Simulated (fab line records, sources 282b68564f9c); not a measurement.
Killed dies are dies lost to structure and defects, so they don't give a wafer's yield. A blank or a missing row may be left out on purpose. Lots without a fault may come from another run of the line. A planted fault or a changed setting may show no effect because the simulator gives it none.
Which tool did it? | flow rit_cmos | 15 lots, 45 wafers sampled, at 2 steps of a route of 202

WHAT THE GAUGES READ, wafer by wafer
RIT_NRETRO_OVL_MEAS_06. Usual: NRETRO_OVL 0.0 nm, standard deviation 1.4.
lot  | measured    | on         | NRETRO_OVL (nm) | flag
L756 | day 2 08:14 | overlay-02 | -1.8 0.6 -2.0   |
L759 | day 2 20:35 | overlay-02 | 3.0 3.2 4.5     |
L760 | day 3 01:43 | overlay-02 | -0.5 0.1 -0.6   |
L761 | day 3 07:34 | overlay-01 | -2.4 -2.3 -1.2  |
L762 | day 3 12:22 | overlay-01 | -1.1 -1.3 -1.6  |
L763 | day 3 17:59 | overlay-01 | -0.6 0.1 0.7    |
L767 | day 4 12:23 | overlay-01 | -1.1 -1.7 -0.9  |
L768 | day 4 18:31 | overlay-02 | -0.9 -1.0 -0.8  |
L771 | day 5 08:02 | overlay-01 | 1.3 1.3 1.9     |
L773 | day 5 19:43 | overlay-02 | 0.7 -1.5 -1.9   |
L774 | day 6 02:15 | overlay-02 | 2.4 0.9 1.9     |
L775 | day 6 06:17 | overlay-02 | 0.8 1.3 1.0     |
L776 | day 6 09:08 | overlay-02 | -1.3 0.4 1.0    |
L778 | day 6 19:17 | overlay-01 | -0.5 -0.6 -0.4  |
L779 | day 7 03:02 | overlay-01 | 1.2 0.6 2.2     |

RIT_PRETRO_OVL_MEAS_06. Usual: PRETRO_OVL -0.4 nm, standard deviation 1.7.
lot  | measured    | on         | PRETRO_OVL (nm) | flag
L756 | day 2 09:55 | overlay-01 | -3.1 -1.7 -2.1  |
L759 | day 2 22:16 | overlay-02 | 2.5 1.3 0.2     |
L760 | day 3 03:26 | overlay-02 | -2.0 -1.4 -0.5  |
L761 | day 3 09:19 | overlay-01 | 1.6 0.8 0.3     |
L762 | day 3 14:02 | overlay-01 | -0.7 -1.1 -1.9  |
L763 | day 3 19:38 | overlay-01 | -2.0 -2.5 -1.1  |
L767 | day 4 13:56 | overlay-01 | 1.9 0.9 1.7     |
L768 | day 4 20:05 | overlay-02 | 0.6 1.0 2.0     |
L771 | day 5 09:35 | overlay-01 | -0.7 -2.3 0.0   |
L773 | day 5 21:23 | overlay-02 | -3.1 -3.9 -3.3  |
L774 | day 6 03:48 | overlay-01 | 1.2 -1.5 -0.9   |
L775 | day 6 07:58 | overlay-02 | 2.1 1.7 2.7     |
L776 | day 6 10:50 | overlay-01 | -3.1 -0.3 -0.9  |
L778 | day 6 20:50 | overlay-01 | -3.1 -0.9 -1.9  |
L779 | day 7 04:42 | overlay-01 | -3.0 -1.3 -2.5  |

WHICH TOOL RAN EACH LOT (tool, then ch and the chambers of the sampled wafers, then the start)
The record holds no process step before these readings.

WHAT THE TOOLS THEMSELVES READ (means of the sampled wafers that have a number; where no wafer has one, the mark that the record gives instead)
The record holds no such reading with a usual standard deviation.

THE ANSWER, worked out from the rows above alone
Rule: a lot is off if the mean of its wafers that have a number lies more than 3 standard deviations from the usual mean. A lot without any number at a reading at which 4 lots or more have one is off too. The other lots that the step has rows for count as sound. The gauges are gone through in route order, then the tools' own readings, and for those a lot's mean is taken as printed above. The first step at which some lot is off is used, and at that step the reading that is off furthest; a lot without a number counts as furthest.
No lot is off at any reading shown: from this, nothing can be told.

WHAT THE SIMULATOR HAD PUT IN
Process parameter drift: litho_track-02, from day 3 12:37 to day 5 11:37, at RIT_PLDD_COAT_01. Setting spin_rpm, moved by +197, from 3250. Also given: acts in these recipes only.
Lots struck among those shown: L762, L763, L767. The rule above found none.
